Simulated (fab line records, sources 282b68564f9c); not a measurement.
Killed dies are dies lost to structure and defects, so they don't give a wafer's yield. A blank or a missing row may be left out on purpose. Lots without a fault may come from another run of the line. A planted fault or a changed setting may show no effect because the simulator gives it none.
A struck lot beside a sound one | flow rit_cmos | 15 steps out of a route of 202
Sound: wafers L570.2, L570.3, L570.4. Struck: wafers L587.1, L587.3, L587.4. The cause comes at the end.
At each step with rows: each side's tool, then ch and its chambers, then its first start. Under that, the readings that differ: sound wafers | struck wafers | difference of the means | sigmas: that difference in standard deviations of wafers without a fault.
alike: readings whose means differ by less than 2 such deviations, and words and numbers that are the same on both sides. not compared: withheld readings, readings that some wafer has no value for, bounds like >300 that may hide the same value, and numbers for which the record gives no deviation and whose values overlap.
The two part at a step that has a row with sigmas, a row that says differs or no value, or rows on one side only. Numbers that don't overlap but have no deviation are shown without sigmas and don't part them. A reading that every wafer of one side lacks parts them only if that side has two wafers or more.

first, 2 steps without rows for these wafers: RIT_NRETRO_HARDBAKE_07 (time 120 s); RIT_NRETRO_IMPLANT_08.
RIT_NRETRO_STRIP_09: strips in O2, time 180 s.
  sound on plasma_asher-02 ch 0,1, day 2 16:36; struck on plasma_asher-01 ch 0,1, day 6 04:22
  alike: drypump_motor_current_A
  not compared: rf_hours_counter_h
RIT_NRETRO_TW_MEAS_10:
  sound on film_metro-01, day 2 16:47; struck on film_metro-02, day 6 04:32
  alike: NRETRO_TW
then, 6 steps without rows for these wafers: RIT_PRETRO_HMDS_00 (prime time 60 s); RIT_PRETRO_COAT_01 (resist thk 1300 nm); RIT_PRETRO_SOFTBAKE_02 (time 60 s); RIT_PRETRO_EXPOSE_03 (exposes mask M5, target cd 43700 nm); RIT_PRETRO_PEB_04; RIT_PRETRO_DEVELOP_05 (develop time 68 s).
RIT_PRETRO_OVL_MEAS_06:
  sound on overlay-01, day 2 18:04; struck on overlay-02, day 6 05:37
  alike: PRETRO_OVL
then, 1 step without rows for these wafers: RIT_PRETRO_HARDBAKE_07 (time 120 s).
RIT_PRETRO_IMPLANT_08:
  sound on implanter-01 ch 0, day 2 18:22; struck on implanter-03 ch 0, day 6 05:53
  reading            | sound             | struck            | difference | sigmas
  tilt_deg (degrees) | 7.000 7.034 6.994 | 6.058 6.048 6.067 | -0.952     | -43
  alike: beam_on_s, end_station_pressure_torr
RIT_PRETRO_STRIP_09: strips in O2, time 180 s.
  sound on plasma_asher-01 ch 0,1, day 2 18:29; struck on plasma_asher-04 ch 0,1, day 6 06:02
  alike: drypump_motor_current_A
  not compared: rf_hours_counter_h
RIT_M1_PROBE_99:
  sound on prober-01, day 3 20:34; struck on prober-02, day 7 09:21
  alike: killed_at_M0_to_M3, killed_at_contacts, killed_at_front_end, killed_dies, killed_open, killed_short

WHERE THEY PART
Only at RIT_PRETRO_IMPLANT_08, within this record. Later steps at which nothing parts them and some readings are alike: RIT_PRETRO_STRIP_09, RIT_M1_PROBE_99.

WHY: what the simulator had put in
Process parameter drift: implanter-03, from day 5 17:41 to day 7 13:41, at RIT_PRETRO_IMPLANT_08. Setting tilt_deg, moved by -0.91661, from 7. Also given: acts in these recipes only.
